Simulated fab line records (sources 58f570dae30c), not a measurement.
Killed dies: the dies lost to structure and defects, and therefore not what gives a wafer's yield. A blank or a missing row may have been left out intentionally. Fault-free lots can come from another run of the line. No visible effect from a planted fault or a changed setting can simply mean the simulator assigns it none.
One fault through the eyes of 2 desks ; flow berkeley_cmos170 ; each desk holds nothing but its own numbers, with what lay behind them at the end

FROM THE METROLOGY DESK
Means of the sampled wafers that have a number, per lot and without regard to the tool the lot ran on: this is what the gauges read. The brackets show how far a lot's mean lies from the usual mean; more than 4 standard deviations puts the lot out of limits, marked OUT.
Columns: A = PSD_TW at UCB170_PSD_TW_MEAS_10, usual 2376; B = PLDD_RS at UCB170_SDANNEAL_RS_MEAS_04, usual 1031.9 ohm/sq; C = NLDD_RS at UCB170_SDANNEAL_RS_MEAS_05, usual 616.3 ohm/sq; D = V1_TEOS_THK at UCB170_V1_THK_MEAS_01, usual 2000 nm
lot;first seen here;A;B;C;D
L163;day 8 01:17;2381;1031.0;615.4;1990
L164;day 8 15:38;2382;1030.4;615.2;1992
L165;day 8 15:55;2337;1033.6;616.4;1968
L167;day 8 16:00;2374;1034.2;617.2;2029
L166;day 8 16:12;2386;1033.6;615.3;1990
L172;day 10 00:16;2391;1032.1;617.2;2018
L175;day 10 08:01;2320;941.2 (-38) OUT;608.9 (-5.3) OUT;2004
L174;day 10 08:03;2391;938.3 (-39) OUT;608.5 (-5.6) OUT;2022
L179;day 10 23:56;2385;1033.6;618.4;1981
L178;day 11 00:16;2400;1030.4;616.8;2021
L182;day 12 04:10;2377;1032.1;617.4;2004
L184;day 12 04:14;2399;1035.2;618.0;1970
L185;day 12 13:51;2325;1033.7;616.1;1977
L186;day 12 14:05;2364;1028.5;615.1;2023
This desk finds L174, L175 out of limits, with the earliest case on L175 at day 10 15:20 (PLDD_RS at UCB170_SDANNEAL_RS_MEAS_04). Within limits: L163, L164, L165, L167, L166, L172, L179, L178, L182, L184, L185, L186.

THE TOOL OWNER'S DESK: furnace-02
The tool's own readings at UCB170_SPACER_ANNEAL_02 (time 1800 s): means of the sampled wafers that have a number, for each lot that ran on this tool. The brackets show how far a lot's mean lies from the usual mean; more than 4 standard deviations puts the lot out of limits, marked OUT.
Columns: A = spike_tc_centre_C at UCB170_SPACER_ANNEAL_02, usual 902.2 C; B = spike_tc_load_C at UCB170_SPACER_ANNEAL_02, usual 925.2 C; C = spike_tc_source_C at UCB170_SPACER_ANNEAL_02, usual 925.7 C; D = tube_center_temp_C at UCB170_SPACER_ANNEAL_02, usual 899.99 C; E = tube_center_temp_C_max at UCB170_SPACER_ANNEAL_02, usual 902.3; F = zone_power_load_pct at UCB170_SPACER_ANNEAL_02, usual 26.8 %
lot;first seen here;A;B;C;D;E;F
L163;day 7 21:57;901.4;924.1;922.2;899.95;902.3;26.6
L164;day 8 12:49;903.0;924.9;921.4;900.08;902.3;26.5
L165;day 8 12:49;902.9;924.5;921.1;900.04;902.3;26.5
L166;day 8 12:49;902.3;924.8;921.7;900.01;902.5;26.5
L167;day 8 12:49;902.1;923.8;921.4;900.00;902.4;26.6
L174;day 10 04:43;932.2 (+30) OUT;954.8 (+25) OUT;952.6 (+9.0) OUT;929.94 (+99 or more) OUT;932.2 (+73) OUT;28.5 (+5.4) OUT
L175;day 10 04:43;932.7 (+30) OUT;954.1 (+24) OUT;952.6 (+9.0) OUT;930.00 (+99 or more) OUT;932.1 (+73) OUT;28.8 (+6.2) OUT
This desk finds L174, L175 out of limits, L174 being first, at day 10 04:43 (spike_tc_centre_C at UCB170_SPACER_ANNEAL_02). Within limits: L163, L164, L165, L166, L167.

PUT TOGETHER
At day 10 04:43, on L174, L175, the tool owner's desk was in a position to raise an alarm.
On L174, L175, the metrology desk was in a position to raise an alarm at day 10 15:20.
Of the lots named, all ran UCB170_SPACER_ANNEAL_02 on furnace-02.

WHAT THE SIMULATOR HAD INSERTED
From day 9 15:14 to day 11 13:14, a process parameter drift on furnace-02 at UCB170_SPACER_ANNEAL_02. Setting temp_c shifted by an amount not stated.
Struck lots among those shown: L174, L175.
Hours from the fault's start to each desk's first reading out of limits: the tool owner's desk, 13; the metrology desk, 24.
